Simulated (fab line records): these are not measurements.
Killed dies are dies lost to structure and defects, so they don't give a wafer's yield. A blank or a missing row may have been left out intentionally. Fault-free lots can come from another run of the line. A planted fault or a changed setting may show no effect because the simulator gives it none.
fab line records	flow ritCmos
record: lots: 14	wafers: 42	lastDay: 7
route steps=202 shown NSD@139 M1@202
lots untouched by any fault: they come from a run of this same line in which no faults occurred
startH: hours from the record's first day to the start of the lot's first wafer shown	waitH: time in hours since the lot's previous step	" same as the row above	L1.1+2: a row that stands for several wafers	- no value present, or no start provided	* or withheld: withheld	< > ~ a bound
route shown NAME@n: names a module that has steps shown in the file, with the first one's number in the route	usual: average and standard deviation across the fault-free wafers	same: alike in all rows	chamber/n: place in a boat	sites: per-site readings	_std_site: the standard deviation of these	_edge_site: inner sites' mean taken away from outer sites' mean	radiusMm: how far each site lies from the wafer's centre	mask NAME#n: copy n	behind: the last tool/chamber to shape the wafer	hold: cause of the lot's hold/its duration in hours/its outcome	device: the n, p or np transistor that did not switch	end of line: at the end of the route, the tests of the same wafers	a step given without rows: its recipe and nothing more	killed: the dies lost at the first sort to structure and to defects; this is not the yield of the wafer	map: shows each die of a wafer: x if killed, . if not, _ if none is there
set.NAME: the setting as run; set.NAME@STEP: as run at that earlier step	model.NAME: the simulator's own value behind a step, which no gauge read
one table for each step of the route and one row for each wafer, over a sample of lots
services: the hour from which a tool's chamber was out of use, counted from the record's first day as startH (under 0 if before that day), plus the number of hours and why
== steps ==
step: RIT_NSD_IMPLANT_08
recipe: species: P	energyKev: 25	doseCm2: 1e+15	tiltDeg: 7
usual: beamOnS: 9.98/0.19	faradayCurrentUA: 3141/59
lot.wafer	tool	chamber	startH	waitH	beamOnS	faradayCurrentUA
L448.2	implanter-03	0	50.93	0.1	9.92	3149
L448.4	"	0	"	"	9.99	3137
L448.6	"	0	"	"	10.10	3086
L449.2	implanter-01	0	56.72	0.1	9.89	3154
L449.3	"	0	"	"	9.76	3206
L449.5	"	0	"	"	10.46	2993
L450.1	implanter-01	0	58.61	0.1	10.11	3103
L450.3	"	0	"	"	10.16	3087
L450.4	"	0	"	"	10.04	3124
L451.2	implanter-03	0	62.92	0.1	10.00	3114
L451.4	"	0	"	"	10.26	3047
L451.5	"	0	"	"	10.31	3037
L453.2	implanter-02	0	76.74	0.1	10.00	3123
L453.3	"	0	"	"	9.74	3220
L453.5	"	0	"	"	10.08	3114
L455.2	implanter-03	0	88.36	0.1	10.08	3121
L455.3	"	0	"	"	10.06	3102
L455.6	"	0	"	"	9.69	3225
L456.1	implanter-03	0	92.05	0.1	10.11	3112
L456.2	"	0	"	"	10.03	3131
L456.3	"	0	"	"	10.23	3058
L457.2	implanter-01	0	99.52	0.1	9.78	3205
L457.5	"	0	"	"	9.77	3209
L457.6	"	0	"	"	9.79	3205
L459.1	implanter-03	0	107.13	0.1	10.07	3104
L459.2	"	0	"	"	10.05	3134
L459.5	"	0	"	"	10.09	3105
L460.4	implanter-02	0	112.37	0.1	9.95	3140
L460.5	"	0	"	"	10.02	3113
L460.6	"	0	"	"	9.99	3121
L461.3	implanter-03	0	117.30	0.1	10.03	3135
L461.4	"	0	"	"	10.02	3116
L461.5	"	0	"	"	10.35	3043
L467.2	implanter-01	0	144.65	0.1	14.40	2183
L467.4	"	0	"	"	13.79	2271
L467.5	"	0	"	"	14.73	2128
L469.1	implanter-01	0	155.73	0.1	14.01	2248
L469.2	"	0	"	"	14.39	2181
L469.5	"	0	"	"	13.82	2272
L471.1	implanter-03	0	166.82	0.1	9.74	3217
L471.5	"	0	"	"	10.00	3132
L471.6	"	0	"	"	9.89	3177
step: RIT_NSD_TW_MEAS_10
usual: NSD_TW: 3103/32
lot.wafer	tool	chamber	startH	waitH	NSD_TW
L448.2	filmMetro-03	-	51.24	0.1	3061
L448.4	"	-	"	"	3064
L448.6	"	-	"	"	3074
L449.2	filmMetro-04	-	57.03	0.1	3097
L449.3	"	-	"	"	3115
L449.5	"	-	"	"	3119
L450.1	filmMetro-02	-	58.93	0.1	3141
L450.3	"	-	"	"	3133
L450.4	"	-	"	"	3135
L451.2	filmMetro-03	-	63.23	0.1	3065
L451.4	"	-	"	"	3073
L451.5	"	-	"	"	3066
L453.2	filmMetro-03	-	77.05	0.1	3075
L453.3	"	-	"	"	3059
L453.5	"	-	"	"	3066
L455.2	filmMetro-03	-	88.67	0.1	3057
L455.3	"	-	"	"	3061
L455.6	"	-	"	"	3062
L456.1	filmMetro-04	-	92.37	0.1	3154
L456.2	"	-	"	"	3142
L456.3	"	-	"	"	3140
L457.2	filmMetro-03	-	99.83	0.1	3089
L457.5	"	-	"	"	3087
L457.6	"	-	"	"	3087
L459.1	filmMetro-04	-	107.46	0.1	3113
L459.2	"	-	"	"	3096
L459.5	"	-	"	"	3097
L460.4	filmMetro-02	-	112.65	0.1	3130
L460.5	"	-	"	"	3136
L460.6	"	-	"	"	3131
L461.3	filmMetro-03	-	117.59	0.1	3088
L461.4	"	-	"	"	3078
L461.5	"	-	"	"	3094
L467.2	filmMetro-02	-	144.96	0.1	3374
L467.4	"	-	"	"	3375
L467.5	"	-	"	"	3377
L469.1	filmMetro-02	-	156.05	0.1	3351
L469.2	"	-	"	"	3359
L469.5	"	-	"	"	3353
L471.1	filmMetro-02	-	167.14	0.1	3137
L471.5	"	-	"	"	3148
L471.6	"	-	"	"	3143
step: RIT_SDANNEAL_RS_MEAS_05
recipe: thkMeasGauge: four-point-probe
usual: NSD_RS: 84.49/0.26
lot.wafer	tool	chamber	startH	waitH	NSD_RS[ohm/sq]
L448.2	filmMetro-03	-	53.47	0.1	84.46
L448.4	"	-	"	"	84.97
L448.6	"	-	"	"	84.85
L449.2	filmMetro-03	-	59.06	0.1	84.59
L449.3	"	-	"	"	84.37
L449.5	"	-	"	"	84.44
L450.1	filmMetro-03	-	60.99	0.1	84.22
L450.3	"	-	"	"	84.14
L450.4	"	-	"	"	84.31
L451.2	filmMetro-04	-	65.29	0.1	84.40
L451.4	"	-	"	"	84.55
L451.5	"	-	"	"	84.63
L453.2	filmMetro-04	-	79.21	0.1	84.80
L453.3	"	-	"	"	84.59
L453.5	"	-	"	"	84.50
L455.2	filmMetro-02	-	90.83	0.1	84.85
L455.3	"	-	"	"	84.66
L455.6	"	-	"	"	84.30
L456.1	filmMetro-02	-	94.40	0.1	84.09
L456.2	"	-	"	"	84.53
L456.3	"	-	"	"	84.21
L457.2	filmMetro-04	-	101.89	0.1	84.96
L457.5	"	-	"	"	84.99
L457.6	"	-	"	"	84.79
L459.1	filmMetro-02	-	109.52	0.1	84.65
L459.2	"	-	"	"	84.33
L459.5	"	-	"	"	84.56
L460.4	filmMetro-03	-	114.71	0.1	84.44
L460.5	"	-	"	"	84.86
L460.6	"	-	"	"	84.49
L461.3	filmMetro-02	-	119.77	0.1	84.58
L461.4	"	-	"	"	84.43
L461.5	"	-	"	"	84.61
L467.2	filmMetro-02	-	147.22	0.1	64.21
L467.4	"	-	"	"	64.16
L467.5	"	-	"	"	64.16
L469.1	filmMetro-03	-	158.09	0.1	64.38
L469.2	"	-	"	"	64.44
L469.5	"	-	"	"	64.22
L471.1	filmMetro-03	-	169.31	0.1	84.43
L471.5	"	-	"	"	84.34
L471.6	"	-	"	"	84.37
step: RIT_M1_PROBE_99
usual: killedAtContacts: 0.1/0.3	killedAtFrontEnd: 6.9/2.9	killedDies: 7.0/2.9	killedOpen: 3.3/2	killedShort: 3.7/2
same: grossDies: 264	killed_at_M0_to_M3: 0	killed_at_M4_up: 0	killedAtBackSide: 0	killedAtOther: 0
lot.wafer	tool	chamber	startH	waitH	killedAtContacts	killedAtFrontEnd	killedDies	killedOpen	killedShort
L461.3	prober-01	-	127.26	0.2	0	7	7	4	3
L461.4	prober-01	-	127.31	0.2	0	8	8	5	3
L461.5	prober-01	-	127.36	0.2	0	5	5	4	1
killed by level:class
L461.3 GATE:geometricParticle:open=3 GATE:geometricParticle:short=1 REOX:geometricParticle:short=1 REOX:geometricParticle:open=1 SILICIDE:geometricParticle:short=1
L461.4 GATE:geometricParticle:short=2 GATE:geometricParticle:open=2 FOX1:geometricParticle:short=1 FOX1:geometricParticle:open=1 REOX:geometricParticle:open=1 SILICIDE:geometricParticle:open=1
L461.5 FOX2:geometricParticle:open=2 GATE:geometricParticle:open=1 REOX:geometricParticle:short=1 SILICIDE:geometricParticle:open=1
== services ==
tool	chamber	startH	hours	kind
implanter-01	-	29.58	1.9	repair
implanter-02	-	55.73	3.2	repair
implanter-03	-	127.58	5.4	pm
implanter-02	-	153.94	5.0	repair
== key ==
firstSign: step: RIT_NSD_IMPLANT_08	reading: beamOnS	direction: up	sigmas: 22	usual: 9.98	struck: 14.19
effect: step: RIT_NSD_IMPLANT_08	reading: faradayCurrentUA	direction: down	sigmas: 16	usual: 3141	struck: 2214
effect: step: RIT_NSD_TW_MEAS_10	reading: NSD_TW	direction: up	sigmas: 8.3	usual: 3103	struck: 3365
effect: step: RIT_SDANNEAL_RS_MEAS_05	reading: NSD_RS	direction: down	sigmas: 77	usual: 84.49	struck: 64.26
metAt RIT_NSD_IMPLANT_08
struckLots L467,L469
testerLeftOut L467,L469
onsetBetween 99.52 144.65
fault: kind: processParameterDrift	tool: implanter-01	chamber: -	onsetH: 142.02	steps: RIT_NSD_IMPLANT_08	channel: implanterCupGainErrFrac	offset: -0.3	shape: step	endH: 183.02
testerLeftOut: of these lots the tester's yield and bins aren't shown, on N5 and GAA mostly nor the transistor test; their killed dies are dies lost to structure and defects alone, not to doping, threshold or leakage, so they don't give the yield
